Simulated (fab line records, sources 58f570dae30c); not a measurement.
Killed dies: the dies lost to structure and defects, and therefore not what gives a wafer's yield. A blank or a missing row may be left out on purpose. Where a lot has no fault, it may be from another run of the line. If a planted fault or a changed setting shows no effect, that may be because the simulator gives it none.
Code-filled problem report in 8D (eight disciplines) form -- flow berkeley cmos170 -- the parts of the form that need people (team, actions taken, sign-off) are left out

## 1. THE ISSUE
o2 flow sccm at UCB170_NLDD_STRIP_10 reads a mean of 320.2 sccm on 6 wafers of 2 lots; wafers without a fault read 400.1 sccm with a standard deviation of 1.1. Measured from the usual mean, that is -73 standard deviations.
The step: strips in O2.
The first sign was on wafer L453.1 at day 10 07:23, on plasma asher-01. At this step, 42 wafers from 14 lots have a number in the record. By rule, "out" or "out of limits" means more than 4 standard deviations away from the usual mean. The other wafers with a number count as sound.

## 2. WHAT IT IS; WHAT IT IS NOT
question,is,is not
which readings at this step,"o2 flow sccm, strip time to endpoint s",drypump motor current A
which lots,"L453, L455","L436, L438, L440, L441, L446, L447, L448, L449, L450, L456, L457, L458"
which wafers of those lots,all that have a number,-
read on which tools,plasma asher-01,"plasma asher-02, plasma asher-03"
when,from day 10 07:23,"up to then (27 sound wafers); but 9 sound wafers of L456, L457, L458 came after"

## 3. WHAT RULES OUT EACH SUSPECT
Counting: a tool at any process step up to the reading remains a suspect when it ran all the lots that are out and ran no sound lot after the first of those.
- plasma asher-04 at UCB170_PWELL_STRIP_16 (strips in O2): ruled out as a lasting fault. Following L453 (day 6 16:28), the first lot on it that is out, the sound lots L457 were run on it.
- plasma asher-01 at UCB170_NLDD_STRIP_10 (strips in O2): kept. Every lot that is out went through it, starting with L453 (day 10 07:23), and after that it ran no sound lot; the last sound lot it ran before then is L450 (day 8 23:02). On those wafers its own readings are out: o2 flow sccm, strip time to endpoint s.
Left after counting: plasma asher-01 at UCB170_NLDD_STRIP_10.

## 4. THE CAUSE (what the simulator had put in)
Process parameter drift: plasma asher-01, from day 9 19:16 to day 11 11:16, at UCB170_NLDD_STRIP_10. A move of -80 in setting o2 flow sccm, from 400. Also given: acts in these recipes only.
This tool alone remained once counting was done.

## 5. THE CHAIN OF EFFECTS, in route order
Each row: a reading whose mean over the struck wafers that have a number lies more than 3 standard deviations from the usual. Scope: only readings with a usual standard deviation given in the record; hours: median across lots of the time from each lot's start at the first step in this table that gives one to its start at this step; sigmas: change in usual standard deviations.
hours,step,reading,usual,on struck wafers,change,sigmas
0,UCB170_NLDD_STRIP_10,o2 flow sccm,400.1 sccm,320.2,-79.9,-73
0,UCB170_NLDD_STRIP_10,oes product au,0.735 a.u.,0.716,-0.019,-4.1
0,UCB170_NLDD_STRIP_10,strip time to endpoint s,21.64 s,22.46,+0.82,+14
Its process steps:
- UCB170_NLDD_STRIP_10: strips in O2.
At these later measuring or inspecting steps, every struck wafer for which the step has a row has a number for every such reading, and none has moved that far: UCB170_SPACER_THK_MEAS_01, UCB170_M3_OVL_MEAS_16.

## 6. WHAT WOULD HAVE CAUGHT IT SOONER
In this record the first reading out of limits was taken at day 10 07:23, 12 hours after the fault began at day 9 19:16.
